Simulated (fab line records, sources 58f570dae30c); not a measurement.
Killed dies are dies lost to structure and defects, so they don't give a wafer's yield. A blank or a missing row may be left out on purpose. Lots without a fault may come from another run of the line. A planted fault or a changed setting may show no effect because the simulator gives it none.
One fault seen from 2 desks | flow berkeley_cmos170 | each desk has only its own numbers; what lay behind them comes last

THE TOOL OWNER'S DESK: pvd_sputter-03
The tool's own readings at UCB170_M2_SPUTTER_01 (material Al, target thk 900 nm, time 120 s): means of the sampled wafers that have a number, for each lot that ran on this tool. A lot is out of limits, marked OUT, if its mean lies more than 4 standard deviations from the usual mean; the brackets give that distance.
Columns: A = chamber_pressure_pa at UCB170_M2_SPUTTER_01, usual 0.5000 Pa; B = throttle_valve_pct at UCB170_M2_SPUTTER_01, usual 29.7 %
lot  | first seen here | A                | B
L962 | day 6 20:40     | 0.5002           | 29.1
L965 | day 8 01:22     | 0.4998           | 29.8
L971 | day 8 20:52     | 0.5354 (+36) OUT | 28.0
L975 | day 10 03:38    | 0.5359 (+37) OUT | 27.8
This desk's finding: out of limits on L971, L975; first on L971, day 8 20:52 (chamber_pressure_pa at UCB170_M2_SPUTTER_01). In limits: L962, L965.

THE METROLOGY DESK
What the gauges read, lot by lot, whatever tool the lot ran on: means of the sampled wafers that have a number. A lot is out of limits, marked OUT, if its mean lies more than 4 standard deviations from the usual mean; the brackets give that distance.
Columns: A = cd_nm at UCB170_M1_CD_MEAS_90, usual 699.4 nm
lot  | first seen here | A
L962 | day 6 15:19     | 699.6
L968 | day 7 18:19     | 701.7
L965 | day 7 18:29     | 701.2
L969 | day 7 23:34     | 699.8
L971 | day 8 14:58     | 700.6
L973 | day 9 00:16     | 704.8
L976 | day 9 17:53     | 700.3
L975 | day 9 18:57     | 701.8
L978 | day 10 11:44    | 697.4
L979 | day 10 13:47    | 698.8
L980 | day 10 19:25    | 698.9
L981 | day 11 04:57    | 698.5
L982 | day 11 06:53    | 700.1
L985 | day 11 13:26    | 699.6
This desk's finding: nothing out of limits on any of the 14 lots.

PUT TOGETHER
The tool owner's desk could have raised an alarm at day 8 20:52, on L971, L975.
The metrology desk saw nothing out of limits.
The metrology desk has L971, L975 on record, within its limits.
Of the lots named, all ran UCB170_M2_SPUTTER_01 on pvd_sputter-03.

WHAT THE SIMULATOR HAD PUT IN
Process parameter drift: pvd_sputter-03, from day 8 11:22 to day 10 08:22, at UCB170_M2_SPUTTER_01. Setting chamber_pressure_pa, moved by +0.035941, from 0.5. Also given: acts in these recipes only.
Lots struck among those shown: L971, L975.
Hours from the fault's start to each desk's first reading out of limits: the tool owner's desk, 10.
